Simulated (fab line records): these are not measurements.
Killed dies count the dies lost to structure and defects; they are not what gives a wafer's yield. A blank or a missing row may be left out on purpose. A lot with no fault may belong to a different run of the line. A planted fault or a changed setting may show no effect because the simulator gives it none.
fab line records + flow rit_cmos
record
- lots=14
- wafers=42
- last_day=8
route steps=202 shown PRETRO@72 M1@202
lots with no fault: from the same line, run without faults
start_h: start of the lot's first displayed wafer, in hours after the record's first day + wait_h: how many hours have passed since the lot's step before this one + " the same as in the row above + L1.1+2: a row that stands for several wafers + - either no value or no given start + * or withheld: withheld + < > ~ a bound
route shown NAME@n: names a module that has steps shown in the file, with the first one's number in the route + usual: average and standard deviation across the fault-free wafers + same: alike in all rows + chamber/n: place in a boat + sites: the reading at each site + _std_site: the standard deviation of these + _edge_site: outer sites' mean less inner sites' + radius_mm: for every site, how far away it sits from the centre of the wafer + mask NAME#n: copy n + behind: the last tool/chamber to shape the wafer + hold: why the lot was held/for how many hours/how that ended + device: which transistor (n, p or np) failed to switch + end of line: the tests these same wafers got at the end of their route + for a step that has no rows: nothing shown but its recipe + killed: not the wafer's yield, but the dies lost to structure and defects at the first sort + map: the dies of a wafer, with x for killed, . for not killed, _ for no die there
set.NAME: setting as actually run; set.NAME@STEP: the setting as run at that earlier step + model.NAME: the simulator's own value behind a step, which no gauge read
the route's steps for a sample of lots (tables are steps, rows are wafers)
services: when a tool's chamber went out of use (start_h, in hours from the record's first day, below 0 if earlier), for how many hours, and the reason
## steps
# step RIT_PRETRO_IMPLANT_08
# recipe
- species=B
- energy_kev=45
- dose_cm2=1.2e+13
- tilt_deg=7
# usual
- dose_ions_cm2=1.2e+13/1.4e+10
- end_station_pressure_torr=5e-06/2.6e-07
- faraday_current_uA=38.0/0.74
| lot.wafer | tool         | chamber | start_h | wait_h | dose_ions_cm2 | end_station_pressure_torr | faraday_current_uA |
|-----------|--------------|---------|---------|--------|---------------|---------------------------|--------------------|
| L370.3    | implanter-02 | 0       | 38.32   | 0.2    | 1.1983e+13    | 4.93e-06                  | 39.4               |
| L370.5    | "            | 0       | "       | "      | 1.2004e+13    | 5.18e-06                  | 37.0               |
| L370.6    | "            | 0       | "       | "      | 1.2003e+13    | 5.17e-06                  | 38.2               |
| L371.1    | implanter-01 | 0       | 44.01   | 0.2    | 1.2003e+13    | 5.1e-06                   | 37.7               |
| L371.2    | "            | 0       | "       | "      | 1.2011e+13    | 5.18e-06                  | 38.8               |
| L371.5    | "            | 0       | "       | "      | 1.199e+13     | 4.99e-06                  | 38.8               |
| L372.1    | implanter-01 | 0       | 49.18   | 0.2    | 1.202e+13     | 4.99e-06                  | 36.7               |
| L372.4    | "            | 0       | "       | "      | 1.1993e+13    | 5.43e-06                  | 36.6               |
| L372.5    | "            | 0       | "       | "      | 1.2009e+13    | 4.45e-06                  | 36.1               |
| L373.2    | implanter-03 | 0       | 52.33   | 0.2    | 1.2005e+13    | 4.96e-06                  | 37.7               |
| L373.3    | "            | 0       | "       | "      | 1.1975e+13    | 5.53e-06                  | 37.3               |
| L373.5    | "            | 0       | "       | "      | 1.1994e+13    | 4.52e-06                  | 37.4               |
| L374.1    | implanter-03 | 0       | 56.35   | 0.2    | 1.2018e+13    | 4.73e-06                  | 37.6               |
| L374.4    | "            | 0       | "       | "      | 1.2006e+13    | 4.96e-06                  | 37.5               |
| L374.6    | "            | 0       | "       | "      | 1.2023e+13    | 4.81e-06                  | 38.3               |
| L375.1    | implanter-03 | 0       | 61.50   | 0.2    | 1.2005e+13    | 4.9e-06                   | 35.9               |
| L375.3    | "            | 0       | "       | "      | 1.2003e+13    | 5.25e-06                  | 37.3               |
| L375.5    | "            | 0       | "       | "      | 1.2003e+13    | 4.88e-06                  | 38.7               |
| L377.1    | implanter-03 | 0       | 73.42   | 0.2    | 1.1995e+13    | 5.08e-06                  | 38.4               |
| L377.3    | "            | 0       | "       | "      | 1.2002e+13    | 5.22e-06                  | 38.1               |
| L377.6    | "            | 0       | "       | "      | 1.198e+13     | 5e-06                     | 37.7               |
| L380.3    | implanter-01 | 0       | 85.70   | 0.2    | 1.2003e+13    | 5.04e-06                  | 39.7               |
| L380.4    | "            | 0       | "       | "      | 1.1985e+13    | 4.89e-06                  | 38.6               |
| L380.5    | "            | 0       | "       | "      | 1.2e+13       | 4.87e-06                  | 38.9               |
| L387.1    | implanter-03 | 0       | 122.64  | 0.2    | 1.2e+13       | 4.83e-06                  | 38.4               |
| L387.4    | "            | 0       | "       | "      | 1.2007e+13    | 4.34e-06                  | 38.0               |
| L387.6    | "            | 0       | "       | "      | 1.201e+13     | 5.17e-06                  | 38.8               |
| L388.3    | implanter-01 | 0       | 128.64  | 0.2    | 1.7943e+13    | 4.96e-06                  | 56.9               |
| L388.4    | "            | 0       | "       | "      | 1.7927e+13    | 4.62e-06                  | 57.7               |
| L388.5    | "            | 0       | "       | "      | 1.7925e+13    | 5.28e-06                  | 56.2               |
| L390.2    | implanter-01 | 0       | 136.87  | 0.2    | 1.7913e+13    | 5.01e-06                  | 58.7               |
| L390.3    | "            | 0       | "       | "      | 1.793e+13     | 5.39e-06                  | 55.6               |
| L390.5    | "            | 0       | "       | "      | 1.791e+13     | 4.88e-06                  | 57.2               |
| L391.2    | implanter-03 | 0       | 141.82  | 0.2    | 1.2006e+13    | 5.3e-06                   | 38.3               |
| L391.5    | "            | 0       | "       | "      | 1.1992e+13    | 5e-06                     | 38.1               |
| L391.6    | "            | 0       | "       | "      | 1.1999e+13    | 5.11e-06                  | 36.9               |
| L392.3    | implanter-02 | 0       | 144.36  | 0.2    | 1.2036e+13    | 4.96e-06                  | 38.2               |
| L392.4    | "            | 0       | "       | "      | 1.1996e+13    | 4.64e-06                  | 37.6               |
| L392.5    | "            | 0       | "       | "      | 1.2022e+13    | 5.35e-06                  | 37.9               |
| L393.1    | implanter-02 | 0       | 153.05  | 0.2    | 1.2015e+13    | 5.32e-06                  | 38.4               |
| L393.2    | "            | 0       | "       | "      | 1.1985e+13    | 4.99e-06                  | 36.6               |
| L393.3    | "            | 0       | "       | "      | 1.2021e+13    | 5.27e-06                  | 37.8               |
# step RIT_PRETRO_TW_MEAS_10
# usual
- PRETRO_TW=476/4.7
| lot.wafer | tool          | chamber | start_h | wait_h | PRETRO_TW |
|-----------|---------------|---------|---------|--------|-----------|
| L370.3    | film_metro-03 | -       | 38.62   | 0.1    | 478       |
| L370.5    | "             | -       | "       | "      | 478       |
| L370.6    | "             | -       | "       | "      | 476       |
| L371.1    | film_metro-04 | -       | 44.34   | 0.1    | 471       |
| L371.2    | "             | -       | "       | "      | 473       |
| L371.5    | "             | -       | "       | "      | 470       |
| L372.1    | film_metro-03 | -       | 49.50   | 0.1    | 477       |
| L372.4    | "             | -       | "       | "      | 476       |
| L372.5    | "             | -       | "       | "      | 475       |
| L373.2    | film_metro-03 | -       | 52.64   | 0.1    | 474       |
| L373.3    | "             | -       | "       | "      | 476       |
| L373.5    | "             | -       | "       | "      | 477       |
| L374.1    | film_metro-04 | -       | 56.67   | 0.1    | 471       |
| L374.4    | "             | -       | "       | "      | 468       |
| L374.6    | "             | -       | "       | "      | 471       |
| L375.1    | film_metro-03 | -       | 61.82   | 0.1    | 480       |
| L375.3    | "             | -       | "       | "      | 477       |
| L375.5    | "             | -       | "       | "      | 478       |
| L377.1    | film_metro-04 | -       | 73.74   | 0.1    | 470       |
| L377.3    | "             | -       | "       | "      | 471       |
| L377.6    | "             | -       | "       | "      | 472       |
| L380.3    | film_metro-01 | -       | 85.99   | 0.1    | 481       |
| L380.4    | "             | -       | "       | "      | 478       |
| L380.5    | "             | -       | "       | "      | 479       |
| L387.1    | film_metro-01 | -       | 122.96  | 0.1    | 482       |
| L387.4    | "             | -       | "       | "      | 482       |
| L387.6    | "             | -       | "       | "      | 481       |
| L388.3    | film_metro-01 | -       | 128.93  | 0.1    | 543       |
| L388.4    | "             | -       | "       | "      | 547       |
| L388.5    | "             | -       | "       | "      | 542       |
| L390.2    | film_metro-01 | -       | 137.18  | 0.1    | 540       |
| L390.3    | "             | -       | "       | "      | 544       |
| L390.5    | "             | -       | "       | "      | 545       |
| L391.2    | film_metro-01 | -       | 142.13  | 0.1    | 478       |
| L391.5    | "             | -       | "       | "      | 479       |
| L391.6    | "             | -       | "       | "      | 480       |
| L392.3    | film_metro-03 | -       | 144.65  | 0.1    | 479       |
| L392.4    | "             | -       | "       | "      | 482       |
| L392.5    | "             | -       | "       | "      | 481       |
| L393.1    | film_metro-04 | -       | 153.37  | 0.1    | 472       |
| L393.2    | "             | -       | "       | "      | 471       |
| L393.3    | "             | -       | "       | "      | 475       |
# step RIT_M1_PROBE_99
# usual
- killed_at_contacts=0.1/0.27
- killed_at_front_end=6.5/2.8
- killed_dies=6.6/2.8
- killed_open=3.5/2
- killed_short=3.2/1.8
# same
- gross_dies=264
- killed_at_M0_to_M3=0
- killed_at_M4_up=0
- killed_at_back_side=0
- killed_at_other=0
| lot.wafer | tool      | chamber | start_h | wait_h | killed_at_contacts | killed_at_front_end | killed_dies | killed_open | killed_short |
|-----------|-----------|---------|---------|--------|--------------------|---------------------|-------------|-------------|--------------|
| L380.3    | prober-02 | -       | 115.06  | 0.2    | 1                  | 10                  | 11          | 7           | 4            |
| L380.4    | prober-02 | -       | 115.11  | 0.2    | 0                  | 5                   | 5           | 2           | 3            |
| L380.5    | prober-02 | -       | 115.16  | 0.2    | 0                  | 7                   | 7           | 3           | 4            |
# killed by level:class
L380.3 FOX1:geometric_particle:open=2 FOX2:geometric_particle:short=2 GATE:geometric_particle:open=2 REOX:geometric_particle:short=2 REOX:geometric_particle:open=1 SPACER:geometric_particle:open=1 CONTACT:geometric_particle:open=1
L380.4 GATE:geometric_particle:short=3 FOX1:geometric_particle:open=1 REOX:geometric_particle:open=1
L380.5 GATE:geometric_particle:short=2 FOX1:geometric_particle:short=1 FOX2:geometric_particle:open=1 GATE:geometric_particle:open=1 REOX:geometric_particle:open=1 SILICIDE:geometric_particle:short=1
## services
| tool         | chamber | start_h | hours | kind   |
|--------------|---------|---------|-------|--------|
| implanter-02 | -       | 102.54  | 3.8   | pm     |
| implanter-02 | -       | 126.55  | 2.6   | repair |
| implanter-03 | -       | 144.08  | 4.3   | pm     |
## key
first_sign
- step=RIT_PRETRO_IMPLANT_08
- reading=dose_ions_cm2
- direction=up
- sigmas=99+
- usual=1.2e+13
- struck=1.7925e+13
effect
- step=RIT_PRETRO_IMPLANT_08
- reading=faraday_current_uA
- direction=up
- sigmas=26
- usual=38.0
- struck=57.0
effect
- step=RIT_PRETRO_TW_MEAS_10
- reading=PRETRO_TW
- direction=up
- sigmas=14
- usual=476
- struck=543
met_at RIT_PRETRO_IMPLANT_08
struck_lots L388,L390
tester_left_out L388,L390
onset_between 85.70 128.64
fault
- kind=process_parameter_drift
- tool=implanter-01
- chamber=-
- onset_h=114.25
- steps=RIT_PRETRO_IMPLANT_08
- channel=dose_cm2
- offset=5.9237e+12
- shape=step
- end_h=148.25
- acts_in=these_recipes_only
- stated=1.2e+13
# tester_left_out: of these lots the tester's yield and bins aren't shown, on N5 and GAA mostly nor the transistor test; their killed dies are dies lost to structure and defects alone, not to doping, threshold or leakage, so they don't give the yield
